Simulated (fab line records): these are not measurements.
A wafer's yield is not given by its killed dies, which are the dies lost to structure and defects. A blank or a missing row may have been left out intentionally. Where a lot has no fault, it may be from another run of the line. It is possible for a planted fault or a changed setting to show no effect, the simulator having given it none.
Chamber matching	flow berkeleyCmos170	cmp-02 running UCB170_V2_CMP_02: 4 sister chambers
The step polishes SiO2. 18 wafers are shown with their chamber, then 9 later ones without.

## WAFERS PAIRED WITH THEIR CHAMBERS
wafer	chamber	motorCurrentA (A)	platenRpm (rpm)
L687.1	3	14.7	59.97
L687.3	2	14.6	59.99
L687.5	1	15.4	60.01
L689.1	1	15.5	60.04
L689.2	2	15.1	60.09
L689.4	0	13.6	60.02
L691.3	3	14.6	60.06
L691.4	2	14.7	60.02
L691.6	3	14.2	60.04
L694.1	2	14.4	60.07
L694.4	0	13.4	59.97
L694.5	1	15.9	59.98
L698.3	0	13.9	59.91
L698.4	2	14.8	60.05
L698.6	2	14.4	60.04
L700.1	1	15.4	59.98
L700.2	2	14.5	60.07
L700.6	1	14.9	59.96

SIGNATURES, as means of the wafers listed above
reading	chamber 0	chamber 1	chamber 2	chamber 3	scatter within a chamber
motorCurrentA	13.633	15.420	14.643	14.500	0.287
platenRpm	59.9667	59.9940	60.0471	60.0233	0.0391
Rule: for a wafer and a chamber, the distance is found by dividing, reading by reading, the gap between the wafer's reading and the chamber's mean by the reading's scatter, squaring, summing and taking the root. The wafer belongs to the nearest chamber; if the next one is less than 2 further off, it can't be placed. The scatter is the square root of a quotient: the sum, over the shown wafers, of each reading's squared deviation from its chamber's mean, divided by wafers minus chambers.

## WAFERS WITHOUT THEIR CHAMBER
wafer	motorCurrentA (A)	platenRpm (rpm)
L703.1	14.3	60.00
L703.2	13.9	60.03
L703.5	15.7	60.00
L706.1	15.7	60.05
L706.2	14.5	60.06
L706.5	14.9	60.01
L709.1	13.8	60.04
L709.2	14.4	59.97
L709.3	14.9	59.99

## WHICH CHAMBER EACH ONE RAN IN
wafer	from the rows above	in truth
L703.1	can't be placed: 3 or 2 or 0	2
L703.2	can't be placed: 0 or 3 or 2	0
L703.5	1	1
L706.1	can't be placed: 1 or 2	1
L706.2	can't be placed: 2 or 3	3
L706.5	can't be placed: 2 or 3 or 1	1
L709.1	can't be placed: 0 or 3 or 2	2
L709.2	can't be placed: 3 or 2 or 0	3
L709.3	can't be placed: 3 or 2 or 1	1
Placed correctly: 1 of 9. Can't be placed from these rows: 8 (the true chamber is among the candidates in 8). Number placed wrongly: 0.
